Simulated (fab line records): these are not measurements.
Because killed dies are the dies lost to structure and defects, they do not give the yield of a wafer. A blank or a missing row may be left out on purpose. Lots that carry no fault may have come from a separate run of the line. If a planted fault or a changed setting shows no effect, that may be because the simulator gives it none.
Struck lot and sound lot, side by side | flow berkeleyCmos170 | 15 out of 331 route steps
Sound: these wafers, L442.2, L442.3, L442.5. Wafers struck: L445.1, L445.4, L445.5. The cause is named last.
At each step with rows: each side's tool, then ch and its chambers, then its first start. Under that, the readings that differ: sound wafers | struck wafers | difference of the means | sigmas: that difference in standard deviations of wafers without a fault.
alike: words and numbers the same on both sides, and readings whose means are apart by under 2 such deviations; not compared: readings that were withheld, readings missing a value for some wafer, numbers with overlapping values and no deviation given by the record, and bounds like >300 which may hide the same value.
Wherever a step has rows on one side only, a row that says differs or no value, or a row with sigmas, the two part there. Numbers that have no deviation but don't overlap get no sigmas and don't part them. A reading missing from all wafers of one side parts the sides only when that side holds two or more wafers.

first, 2 steps without rows for these wafers: UCB170_V1_PEB_10; UCB170_V1_DEVELOP_11 (develop time 45 s).
UCB170_V1_CD_MEAS_12 targets a cd of 700 nm.
  sound on cdSem-01 at day 9 11:57; struck on cdSem-01 at day 10 04:25
  alike: cdNm
UCB170_V1_OVL_MEAS_13:
  sound on overlay-02 at day 9 12:03; struck on overlay-01 at day 10 04:32
  alike: V1_OVL
UCB170_V1_ETCH_14: etches SiO2 in CHF3/CF4/Ar, stops on Al, target depth 1250 nm, time 291 s.
  sound on rieDiel-01 ch 0,1,2, day 9 12:05; struck on rieDiel-02 ch 0,2, day 10 04:34
  alike: drypumpMotorCurrentA, oesProductAu, throttleValvePct
  not compared: rfHoursCounterH
UCB170_V1_STRIP_15: strips in O2.
  sound on plasmaAsher-01 ch 0,1, day 9 12:16; struck on plasmaAsher-01 ch 0, day 10 04:45
  alike: drypumpMotorCurrentA, oesProductAu, stripTimeToEndpointS
  not compared: rfHoursCounterH
UCB170_V1_CD_MEAS_90 targets a cd of 700 nm.
  sound on cdSem-01 at day 9 12:23; struck on cdSem-01 at day 10 04:54
  alike: cdNm
then, 1 step without rows for these wafers: UCB170_M2_PRE_CLEAN_00 (preclean etch time 60 s).
UCB170_M2_SPUTTER_01: material Al, target thk 900 nm, time 120 s.
  sound on pvdSputter-01 at day 9 12:33; struck on pvdSputter-03 at day 10 05:05
  alike: throttleValvePct
UCB170_M2_RS_MEAS_02: measures by four-point-probe.
  sound on filmMetro-01 at day 9 12:39; struck on filmMetro-03 at day 10 05:10
  alike: M2_AL_RS
UCB170_M2_THK_MEAS_03: measures by xrf.
  sound on filmMetro-01 at day 9 12:46; struck on filmMetro-03 at day 10 05:17
  alike: M2_AL_THK
then, 1 step without rows for these wafers: UCB170_M2_HMDS_04 (prime time 60 s).
UCB170_M2_COAT_05: resist thk 900 nm.
  sound on lithoTrack-02 ch 0, day 9 13:31; struck on lithoTrack-02 ch 0, day 10 05:40
reading                            | sound                | struck               | difference | sigmas
spinSpeedRpm (rpm)                 | 1499.9 1499.4 1499.8 | 1478.4 1477.5 1475.5 | -22.6      | -23
model.KrF_of_M2_COAT_05.thkNm (nm) | 899.1 900.8 899.1    | 906.9 904.6 901.7    | +4.7       | 
  alike: resistLineTempC
then, 1 step without rows for these wafers: UCB170_M2_SOFTBAKE_06 (time 60 s).
UCB170_M3_PROBE_99:
  rows exist in the record for the struck wafers here (prober-02, day 10 16:07), but not for the sound ones

WHERE THEY PART
Earliest at UCB170_M2_COAT_05; latest, in this record, at UCB170_M3_PROBE_99.

WHY: whatever the simulator had introduced
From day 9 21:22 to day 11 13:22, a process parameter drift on lithoTrack-02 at UCB170_M2_COAT_05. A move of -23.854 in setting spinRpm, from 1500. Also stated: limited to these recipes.
